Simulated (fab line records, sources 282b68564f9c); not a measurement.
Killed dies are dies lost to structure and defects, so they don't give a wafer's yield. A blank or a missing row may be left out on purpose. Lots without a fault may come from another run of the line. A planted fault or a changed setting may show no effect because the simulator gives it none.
fab line records | flow rit_cmos
record lots=5 wafers=23
route steps=202 shown PSD@150 PLDD@159 SILICIDE@162 CONTACT@168 M1@184
start_h: hours from the record's first day to the start of the lot's first wafer shown | wait_h: hours since the lot's step before | " the same as in the row above | L1.1+2: a row that stands for several wafers | - no value, or no start given | * or withheld: withheld | < > ~ a bound
route shown NAME@n: a module of which the file shows steps, and the number in the route of the first | usual: mean/standard deviation of fault-free wafers | same: alike in all rows | chamber/n: place in a boat | sites: the reading at each site | _std_site: their standard deviation | _edge_site: outer sites' mean less inner sites' | radius_mm: how far each site lies from the wafer's centre | mask NAME#n: copy n | behind: the tool/chamber that last shaped the wafer | hold: why the lot was held/for how many hours/how that ended | device: the transistor (n, p or np) that didn't switch | end of line: the same wafers' tests at the end of the route | a step without rows: its recipe alone | killed: dies lost to structure and defects at the first sort, not the wafer's yield | map: a wafer's dies, x killed, . not, _ none there
set.NAME: the setting as run; set.NAME@STEP: as run at that earlier step | model.NAME: the simulator's own value behind a step, which no gauge read
lots whose settings were changed on purpose; a table a step, a row a wafer
## steps
# step RIT_PSD_IMPLANT_08
# recipe species=BF2 energy_kev=27 dose_cm2=5e+15 tilt_deg=7
# columns lot.wafer tool chamber start_h wait_h set.dose_cm2
L074.2+4+5 implanter-01 0 48.44 0.1 5e+15
L077.1+2+3+4+6 implanter-01 0 64.53 0.1 5e+15
L079.1+4+5 implanter-01 0 73.58 0.1 4.679e+15
L079.2+6 " 0 " " 5e+15
L081.1+4+6 implanter-03 0 84.99 0.1 5.363e+15
L081.3+5 " 0 " " 5e+15
L083.1+4 implanter-01 0 94.46 0.1 5.125e+15
L083.2+5+6 " 0 " " 5e+15
# step RIT_PSD_STRIP_09
# recipe chemistry=O2 time_s=180 resist=NOVOLAK platen_temp_c=withheld power_w=500 pressure_mtorr=4000 o2_flow_sccm=4000
# step RIT_SDANNEAL_RS_MEAS_06
# recipe thk_meas_gauge=four-point-probe
# usual PLDD_RS=178.8/0.59
# columns lot.wafer tool chamber start_h wait_h set.dose_cm2@PLDD_IMPLANT_08 PLDD_RS[ohm/sq]
L074.2 film_metro-03 - 49.49 0.1 9e+14 178.9
L074.4 " - " " 9e+14 179.1
L074.5 " - " " 9e+14 178.8
L077.1 film_metro-03 - 65.58 0.1 9e+14 178.5
L077.2 " - " " 8.776e+14 181.6
L077.3 " - " " 8.776e+14 180.7
L077.4 " - " " 9e+14 178.7
L077.6 " - " " 9e+14 178.8
L079.1 film_metro-04 - 74.63 0.1 9e+14 178.8
L079.2 " - " " 9e+14 178.7
L079.4 " - " " 8.523e+14 183.9
L079.5 " - " " 9e+14 178.5
L079.6 " - " " 8.523e+14 183.8
L081.1 film_metro-02 - 86.08 0.1 9e+14 179.0
L081.3 " - " " 9e+14 178.3
L081.4 " - " " 9.273e+14 176.4
L081.5 " - " " 9.273e+14 176.0
L081.6 " - " " 9e+14 178.8
L083.1 film_metro-04 - 95.53 0.1 9e+14 179.3
L083.2 " - " " 9.323e+14 175.9
L083.4 " - " " 9.323e+14 175.4
L083.5 " - " " 9e+14 179.0
L083.6 " - " " 9.323e+14 176.2
# step RIT_SILICIDE_SPUTTER_01
# recipe material=Ti target_thk_nm=30 power_w=350 chamber_pressure_pa=0.667 gas=Ar time_s=240 substrate_temp_c=25
# columns lot.wafer tool chamber start_h wait_h set.time_s model.Ti_of_SILICIDE_SPUTTER_01.thk_nm
L074.2 pvd_sputter-03 - 49.72 0.0 240 29.79
L074.4 " - " " 240 29.63
L074.5 " - " " 240 29.95
L077.1 pvd_sputter-02 - 65.83 0.0 240 29.99
L077.2 " - " " 207.5 25.34
L077.3 " - " " 240 30
L077.4 " - " " 207.5 25.27
L077.6 " - " " 240 29.86
L079.1 pvd_sputter-02 - 74.89 0.0 240 30.73
L079.2 " - " " 240 29.77
L079.4 " - " " 240 29.78
L079.5 " - " " 240 30.1
L079.6 " - " " 240 29.85
L081.1 pvd_sputter-02 - 86.33 0.0 240 30.52
L081.3 " - " " 240 30.68
L081.4 " - " " 266.2 33.36
L081.5 " - " " 266.2 34.17
L081.6 " - " " 266.2 33.72
L083.1 pvd_sputter-02 - 95.78 0.0 240 29.73
L083.2 " - " " 226.9 28.53
L083.4 " - " " 226.9 28.62
L083.5 " - " " 226.9 28.44
L083.6 " - " " 240 29.67
# step RIT_SILICIDE_RS_MEAS_02
# recipe thk_meas_gauge=four-point-probe reads=Ti_of_SILICIDE_SPUTTER_01
# usual SILICIDE_TI_RS=47.8/0.76
# columns lot.wafer tool chamber start_h wait_h set.time_s@SILICIDE_SPUTTER_01 SILICIDE_TI_RS[ohm/sq]
L074.2 film_metro-01 - 49.89 0.1 240 48.4
L074.4 " - " " 240 48.8
L074.5 " - " " 240 48.1
L077.1 film_metro-01 - 65.98 0.1 240 47.9
L077.2 " - " " 207.5 59.3
L077.3 " - " " 240 48.0
L077.4 " - " " 207.5 59.6
L077.6 " - " " 240 48.2
L079.1 film_metro-01 - 75.04 0.1 240 46.6
L079.2 " - " " 240 48.4
L079.4 " - " " 240 48.5
L079.5 " - " " 240 47.7
L079.6 " - " " 240 48.2
L081.1 film_metro-03 - 86.48 0.1 240 46.9
L081.3 " - " " 240 46.6
L081.4 " - " " 266.2 42.0
L081.5 " - " " 266.2 40.8
L081.6 " - " " 266.2 41.5
L083.1 film_metro-03 - 95.93 0.1 240 48.5
L083.2 " - " " 226.9 51.0
L083.4 " - " " 226.9 50.8
L083.5 " - " " 226.9 51.2
L083.6 " - " " 240 48.5
# step RIT_SILICIDE_THK_MEAS_03
# recipe thk_meas_gauge=xrf reads=Ti_of_SILICIDE_SPUTTER_01
# usual SILICIDE_TI_THK=30.1/0.39
# columns lot.wafer tool chamber start_h wait_h set.time_s@SILICIDE_SPUTTER_01 SILICIDE_TI_THK[nm]
L074.2 film_metro-01 - 50.00 0.1 240 29.8
L074.4 " - " " 240 29.6
L074.5 " - " " 240 29.9
L077.1 film_metro-01 - 66.10 0.1 240 30.2
L077.2 " - " " 207.5 25.4
L077.3 " - " " 240 30.0
L077.4 " - " " 207.5 25.4
L077.6 " - " " 240 29.9
L079.1 film_metro-01 - 75.16 0.1 240 30.8
L079.2 " - " " 240 29.8
L079.4 " - " " 240 29.7
L079.5 " - " " 240 30.1
L079.6 " - " " 240 29.8
L081.1 film_metro-03 - 86.60 0.1 240 30.5
L081.3 " - " " 240 30.8
L081.4 " - " " 266.2 33.5
L081.5 " - " " 266.2 34.2
L081.6 " - " " 266.2 33.7
L083.1 film_metro-03 - 96.05 0.1 240 29.9
L083.2 " - " " 226.9 28.7
L083.4 " - " " 226.9 28.7
L083.5 " - " " 226.9 28.5
L083.6 " - " " 240 29.7
# step RIT_CONTACT_CVD_00
# recipe material=SiO2 target_thk_nm=400 precursor=TEOS temp_c=390 time_s=61 rf_w=400
# columns lot.wafer tool chamber start_h wait_h set.time_s model.SiO2_of_CONTACT_CVD_00.thk_nm
L074.2 pecvd-02 0 50.22 0.0 61 395.8
L074.4 " 2 " " 61 408.4
L074.5 " 0 " " 61 402.8
L077.1 pecvd-02 1 66.34 0.1 52.39 341
L077.2 " 0 " " 52.39 335
L077.3 " 2 " " 52.39 345.9
L077.4 " 1 " " 61 401.9
L077.6 " 2 " " 61 406.2
L079.1 pecvd-03 0 75.39 0.1 61 396.1
L079.2 " 2 " " 61 401
L079.4 " 1 " " 61 400.9
L079.5 " 0 " " 61 398.3
L079.6 " 2 " " 61 405.1
L081.1+4 pecvd-01 2,1 86.83 0.1 61 -
L081.3 " 1 " " 68.8 446.2
L081.5 " 0 " " 61 403.3
L081.6 " 2 " " 68.8 451.5
L083.1 pecvd-02 0 96.29 0.1 57.56 -
L083.2+4 " 2,1 " " 61 -
L083.5 " 0 " " 57.56 372.5
L083.6 " 2 " " 57.56 382.7
# step RIT_CONTACT_THK_MEAS_01
# recipe reads=SiO2_of_CONTACT_CVD_00
# usual CONTACT_TEOS_THK=401/4.6
# columns lot.wafer tool chamber start_h wait_h set.time_s@CONTACT_CVD_00 CONTACT_TEOS_THK[nm]
L074.2 film_metro-04 - 50.28 0.0 61 396
L074.4 " - " " 61 408
L074.5 " - " " 61 403
L077.1 film_metro-02 - 66.39 0.0 52.39 341
L077.2 " - " " 52.39 335
L077.3 " - " " 52.39 346
L077.4 " - " " 61 403
L077.6 " - " " 61 406
L079.1 film_metro-04 - 75.44 0.0 61 396
L079.2 " - " " 61 401
L079.4 " - " " 61 401
L079.5 " - " " 61 398
L079.6 " - " " 61 405
L081.1 film_metro-02 - 86.88 0.0 61 394
L081.3 " - " " 68.8 446
L081.4 " - " " 61 403
L081.5 " - " " 61 403
L081.6 " - " " 68.8 451
L083.1 film_metro-02 - 96.34 0.0 57.56 367
L083.2 " - " " 61 396
L083.4 " - " " 61 402
L083.5 " - " " 57.56 372
L083.6 " - " " 57.56 383
# step RIT_CONTACT_COAT_03
# recipe resist=NOVOLAK spin_rpm=3250 resist_thk_nm=1000
# columns lot.wafer tool chamber start_h wait_h set.spin_rpm model.NOVOLAK_of_CONTACT_COAT_03.thk_nm
L074.2 litho_track-01 0 50.51 0.1 3250 998.1
L074.4 " 0 " " 3250 1000
L074.5 " 0 " " 3250 998.2
L077.1 litho_track-01 0 66.60 0.1 3250 997.2
L077.2 " 0 " " 3250 999.4
L077.3 " 0 " " 3250 996.5
L077.4 " 0 " " 3250 994
L077.6 " 0 " " 3250 995.2
L079.1 litho_track-02 0 75.65 0.1 3250 1000
L079.2 " 0 " " 3250 1001
L079.4 " 0 " " 3370 980.5
L079.5 " 0 " " 3370 980.9
L079.6 " 0 " " 3370 981.3
L081.1 litho_track-02 0 87.09 0.1 3250 1006
L081.3 " 0 " " 3157 1018
L081.4 " 0 " " 3157 1016
L081.5 " 0 " " 3157 1019
L081.6 " 0 " " 3250 1002
L083.1 litho_track-01 0 96.55 0.1 3068 1028
L083.2 " 0 " " 3250 995.6
L083.4 " 0 " " 3068 1026
L083.5 " 0 " " 3250 996.4
L083.6 " 0 " " 3068 1023
# step RIT_CONTACT_SOFTBAKE_04
# recipe resist=NOVOLAK temp_c=90 time_s=60
# step RIT_CONTACT_EXPOSE_05
# recipe mask_id=M11 na=0.6 source_shape=conventional sigma_outer=0.5 target_cd_nm=1000 dose_mj=250
# step RIT_CONTACT_HARDBAKE_10
# recipe resist=NOVOLAK temp_c=140 time_s=60
# columns lot.wafer tool chamber start_h wait_h set.spin_rpm@CONTACT_COAT_03 model.NOVOLAK_of_CONTACT_COAT_03.thk_nm
L074.2 litho_track-01 0 51.61 0.0 3250 881.7
L074.4 " 0 " " 3250 883.4
L074.5 " 0 " " 3250 881.8
L077.1 litho_track-03 0 67.63 0.0 3250 880.8
L077.2 " 0 " " 3250 882.8
L077.3 " 0 " " 3250 880.3
L077.4 " 0 " " 3250 878
L077.6 " 0 " " 3250 879.1
L079.1 litho_track-01 0 76.75 0.0 3250 883.6
L079.2 " 0 " " 3250 884.4
L079.4 " 0 " " 3370 866.3
L079.5 " 0 " " 3370 866.6
L079.6 " 0 " " 3370 866.9
L081.1 litho_track-02 0 88.31 0.0 3250 888.6
L081.3 " 0 " " 3157 899
L081.4 " 0 " " 3157 897.3
L081.5 " 0 " " 3157 899.7
L081.6 " 0 " " 3250 884.8
L083.1 litho_track-01 0 97.58 0.0 3068 907.9
L083.2 " 0 " " 3250 879.5
L083.4 " 0 " " 3068 906.5
L083.5 " 0 " " 3250 880.2
L083.6 " 0 " " 3068 903.6
# step RIT_CONTACT_ETCH_11
# recipe target_depth_a=4800 over_etch_frac=0.2 stop_on=TiSi2 chemistry=CHF3/CF4/Ar target=SiO2 CHF3_flow_sccm=50 cf4_flow_sccm=10 Ar_flow_sccm=100 O2_flow_sccm=5 pressure_mtorr=100 rf_w=200 time_s=320
# columns lot.wafer tool chamber start_h wait_h set.time_s@CONTACT_CVD_00 set.spin_rpm@CONTACT_COAT_03 model.etch.depth_nm model.CONTACT.feature_depth_nm model.NOVOLAK_of_CONTACT_COAT_03.thk_nm
L074.2 rie_diel-02 0 51.73 0.1 61 3250 395.8 395.8 770.1
L074.4 " 2 " " 61 3250 408.4 408.4 770.4
L074.5 " 1 " " 61 3250 402.8 402.8 771.8
L077.1 rie_diel-04 3 67.78 0.1 52.39 3250 341 341 762.3
L077.2 " 1 " " 52.39 3250 335 335 767.6
L077.3 " 0 " " 52.39 3250 345.9 345.9 764.5
L077.4 " 2 " " 61 3250 401.9 401.9 762.3
L077.6 " 2 " " 61 3250 406.2 406.2 764.3
L079.1 rie_diel-01 2 76.90 0.1 61 3250 396.1 396.1 766.9
L079.2 " 1 " " 61 3250 401 401 766.9
L079.4 " 3 " " 61 3370 400.9 400.9 754.3
L079.5 " 1 " " 61 3370 398.3 398.3 748.5
L079.6 " 2 " " 61 3370 405.1 405.1 750.5
L081.1 rie_diel-04 3 88.46 0.1 61 3250 - 394.4 771.8
L081.3 " 0 " " 68.8 3157 446.2 446.2 784.2
L081.4 " 3 " " 61 3157 - 402.7 779.7
L081.5 " 0 " " 61 3157 403.3 403.3 784.9
L081.6 " 2 " " 68.8 3250 451.5 451.5 768.8
L083.1 rie_diel-02 3 97.73 0.1 57.56 3068 - 367.4 795.3
L083.2 " 2 " " 61 3250 - 395.9 766.2
L083.4 " 3 " " 61 3068 - 401.8 793.8
L083.5 " 2 " " 57.56 3250 372.5 372.5 766.4
L083.6 " 0 " " 57.56 3068 382.7 382.7 791.8
# step RIT_M1_SPUTTER_00
# recipe material=Al target_thk_nm=400 power_w=2000 chamber_pressure_pa=0.4 gas=Ar time_s=500 substrate_temp_c=25
# columns lot.wafer tool chamber start_h wait_h set.time_s model.Al_of_M1_SPUTTER_00.thk_nm
L074.2 pvd_sputter-01 - 52.59 0.0 500 408.3
L074.4 " - " " 500 403.1
L074.5 " - " " 500 409
L077.1 pvd_sputter-04 - 68.62 0.0 500 401.5
L077.2 " - " " 479 384.2
L077.3 " - " " 479 390.3
L077.4 " - " " 479 380.1
L077.6 " - " " 500 399.2
L079.1 pvd_sputter-04 - 77.74 0.0 500 397.7
L079.2 " - " " 500 399.5
L079.4 " - " " 500 398.8
L079.5 " - " " 500 396
L079.6 " - " " 500 397.5
L081.1 pvd_sputter-04 - 89.29 0.0 468.3 368.5
L081.3 " - " " 500 397.3
L081.4 " - " " 468.3 372.3
L081.5 " - " " 500 395.5
L081.6 " - " " 500 394.8
L083.1 pvd_sputter-04 - 98.59 0.0 460.3 368.9
L083.2 " - " " 460.3 367.6
L083.4 " - " " 460.3 372.6
L083.5 " - " " 500 397.8
L083.6 " - " " 500 397.6
# step RIT_M1_RS_MEAS_01
# recipe thk_meas_gauge=four-point-probe reads=Al_of_M1_SPUTTER_00
# usual M1_AL_RS=0.0734/0.0008
# columns lot.wafer tool chamber start_h wait_h set.time_s@M1_SPUTTER_00 M1_AL_RS[ohm/sq]
L074.2 film_metro-03 - 52.90 0.2 500 0.0720
L074.4 " - " " 500 0.0728
L074.5 " - " " 500 0.0718
L077.1 film_metro-03 - 68.91 0.1 500 0.0731
L077.2 " - " " 479 0.0764
L077.3 " - " " 479 0.0755
L077.4 " - " " 479 0.0773
L077.6 " - " " 500 0.0736
L079.1 film_metro-02 - 78.04 0.1 500 0.0739
L079.2 " - " " 500 0.0736
L079.4 " - " " 500 0.0737
L079.5 " - " " 500 0.0741
L079.6 " - " " 500 0.0740
L081.1 film_metro-03 - 89.59 0.1 468.3 0.0799
L081.3 " - " " 500 0.0740
L081.4 " - " " 468.3 0.0791
L081.5 " - " " 500 0.0745
L081.6 " - " " 500 0.0746
L083.1 film_metro-04 - 98.88 0.1 460.3 0.0797
L083.2 " - " " 460.3 0.0801
L083.4 " - " " 460.3 0.0788
L083.5 " - " " 500 0.0738
L083.6 " - " " 500 0.0739
# step RIT_M1_THK_MEAS_02
# recipe thk_meas_gauge=xrf reads=Al_of_M1_SPUTTER_00
# usual M1_AL_THK=401/5.2
# columns lot.wafer tool chamber start_h wait_h set.time_s@M1_SPUTTER_00 M1_AL_THK[nm]
L074.2 film_metro-03 - 53.01 0.1 500 413
L074.4 " - " " 500 406
L074.5 " - " " 500 411
L077.1 film_metro-03 - 69.03 0.1 500 404
L077.2 " - " " 479 389
L077.3 " - " " 479 394
L077.4 " - " " 479 381
L077.6 " - " " 500 401
L079.1 film_metro-02 - 78.16 0.1 500 395
L079.2 " - " " 500 397
L079.4 " - " " 500 399
L079.5 " - " " 500 394
L079.6 " - " " 500 395
L081.1 film_metro-03 - 89.71 0.1 468.3 370
L081.3 " - " " 500 401
L081.4 " - " " 468.3 374
L081.5 " - " " 500 398
L081.6 " - " " 500 396
L083.1 film_metro-04 - 99.00 0.1 460.3 370
L083.2 " - " " 460.3 369
L083.4 " - " " 460.3 376
L083.5 " - " " 500 399
L083.6 " - " " 500 400
# step RIT_M1_COAT_04
# recipe resist=NOVOLAK spin_rpm=2000 resist_thk_nm=1300
# columns lot.wafer tool chamber start_h wait_h set.resist_thk_nm model.NOVOLAK_of_M1_COAT_04.thk_nm
L074.2 litho_track-02 0 53.24 0.1 1300 1308
L074.4 " 0 " " 1300 1307
L074.5 " 0 " " 1300 1305
L077.1 litho_track-01 0 69.24 0.1 1300 1297
L077.2 " 0 " " 1300 1294
L077.3+4 " 0 " " 1300 1298
L077.6 " 0 " " 1300 1299
L079.1 litho_track-02 0 78.37 0.1 1300 1303
L079.2+5 " 0 " " 1363 1363
L079.4 " 0 " " 1300 1297
L079.6 " 0 " " 1363 1364
L081.1+4 litho_track-02 0 89.92 0.1 1300 -
L081.3 " 0 " " 1256 1251
L081.5 " 0 " " 1256 1252
L081.6 " 0 " " 1300 1296
L083.1 litho_track-02 0 99.21 0.1 1300 -
L083.2+4 " 0 " " 1232 -
L083.5 " 0 " " 1300 1302
L083.6 " 0 " " 1232 1234
## key
split step=RIT_PSD_IMPLANT_08 setting=dose_cm2 stated=5e+15 by=wafer
response none clear
split step=RIT_SILICIDE_SPUTTER_01 setting=time_s stated=240 by=wafer
response step=RIT_SILICIDE_SPUTTER_01 reading=model.Ti_of_SILICIDE_SPUTTER_01.thk_nm change=+0.312 per=1% r=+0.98
response step=RIT_SILICIDE_RS_MEAS_02 reading=SILICIDE_TI_RS change=-0.68 per=1% r=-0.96
response step=RIT_SILICIDE_THK_MEAS_03 reading=SILICIDE_TI_THK change=+0.311 per=1% r=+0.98
split step=RIT_CONTACT_CVD_00 setting=time_s stated=61 by=wafer
response step=RIT_CONTACT_CVD_00 reading=model.SiO2_of_CONTACT_CVD_00.thk_nm change=+4.21 per=1% r=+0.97
response step=RIT_CONTACT_THK_MEAS_01 reading=CONTACT_TEOS_THK change=+4.21 per=1% r=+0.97
response step=RIT_CONTACT_ETCH_11 reading=model.etch.depth_nm change=+4.21 per=1% r=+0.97
response step=RIT_CONTACT_ETCH_11 reading=model.CONTACT.feature_depth_nm change=+4.2 per=1% r=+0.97
split step=RIT_CONTACT_COAT_03 setting=spin_rpm stated=3250 by=wafer
response step=RIT_CONTACT_COAT_03 reading=model.NOVOLAK_of_CONTACT_COAT_03.thk_nm change=-5.26 per=1% r=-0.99
response step=RIT_CONTACT_HARDBAKE_10 reading=model.NOVOLAK_of_CONTACT_COAT_03.thk_nm change=-4.61 per=1% r=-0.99
response step=RIT_CONTACT_ETCH_11 reading=model.NOVOLAK_of_CONTACT_COAT_03.thk_nm change=-4.65 per=1% r=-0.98
split step=RIT_M1_SPUTTER_00 setting=time_s stated=500 by=wafer
response step=RIT_M1_SPUTTER_00 reading=model.Al_of_M1_SPUTTER_00.thk_nm change=+3.71 per=1% r=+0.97
response step=RIT_M1_RS_MEAS_01 reading=M1_AL_RS change=-0.000746 per=1% r=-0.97
response step=RIT_M1_THK_MEAS_02 reading=M1_AL_THK change=+3.72 per=1% r=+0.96
split step=RIT_M1_COAT_04 setting=resist_thk_nm stated=1300 by=wafer
response step=RIT_M1_COAT_04 reading=model.NOVOLAK_of_M1_COAT_04.thk_nm change=+13.1 per=1% r=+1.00
split outside_this_file step=RIT_PLDD_IMPLANT_08 setting=dose_cm2
# split outside_this_file: this setting was split too, and the file shows its column; the key of that split is in another file
